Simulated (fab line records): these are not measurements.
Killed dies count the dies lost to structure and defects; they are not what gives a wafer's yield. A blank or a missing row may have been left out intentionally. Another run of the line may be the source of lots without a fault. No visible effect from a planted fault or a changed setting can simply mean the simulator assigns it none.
2 desks, one fault -- flow berkeley-cmos170 -- only its own numbers are on each desk; what lay behind them is given at the end

## THE TOOL OWNER'S DESK: implanter-04
The tool's own readings at UCB170_NWELL_IMPLANT_14: means of the sampled wafers that have a number, for each lot that ran on this tool. Any lot whose mean is over 4 standard deviations away from the usual mean is out of limits and marked OUT; that distance is given in the brackets.
Columns: A = dose-ions-cm2 at UCB170_NWELL_IMPLANT_14, usual 1.0001e+13
lot,first seen here,A
L455,day 3 15:05,9.9973e+12
L458,day 4 11:55,9.8147e+12 (-17) OUT
L461,day 4 22:54,9.8083e+12 (-18) OUT
L464,day 5 13:43,9.7900e+12 (-19) OUT
Finding of this desk: L458, L461, L464 out of limits; the first was L458 at day 4 11:55, on dose-ions-cm2 at UCB170_NWELL_IMPLANT_14. L455: within limits.

## THE METROLOGY DESK
What the gauges read, lot by lot, whatever tool the lot ran on: means of the sampled wafers that have a number. Any lot whose mean is over 4 standard deviations away from the usual mean is out of limits and marked OUT; that distance is given in the brackets.
Columns: A = NWELL_OXIDE_THK at UCB170_NWELL_THK_MEAS_02, usual 26.5 nm; B = NWELL_NITRIDE_THK at UCB170_NWELL_THK_MEAS_05, usual 224.1 nm; C = NWELL_OVL at UCB170_NWELL_OVL_MEAS_12, usual 0 nm
lot,first seen here,A,B,C
L455,day 3 07:41,27.2,224.4,-4
L457,day 3 07:43,26.5,222.2,2
L458,day 3 22:01,27.4,222.8,5
L461,day 4 13:16,26.5,224.6,-1
L464,day 5 00:25,26.8,225.1,-4
L466,day 5 19:52,26.3,224.4,-3
L471,day 6 10:04,26.7,226.8,10
This desk's finding: nothing out of limits on any of the 7 lots.

## PUT TOGETHER
At day 4 11:55, on L458, L461, L464, the tool owner's desk was in a position to raise an alarm.
At the metrology desk, nothing out of limits was observed.
The metrology desk holds a record of L458, L461, L464, inside its limits.
On implanter-04, each named lot ran UCB170_NWELL_IMPLANT_14.

## WHAT THE SIMULATOR HAD INSERTED
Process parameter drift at UCB170_NWELL_IMPLANT_14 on implanter-04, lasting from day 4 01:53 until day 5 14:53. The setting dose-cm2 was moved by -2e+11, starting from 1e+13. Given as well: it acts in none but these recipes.
Lots struck among those shown: L458, L461, L464.
How many hours passed from the start of the fault until each desk's first out-of-limits reading: the tool owner's desk, 10.
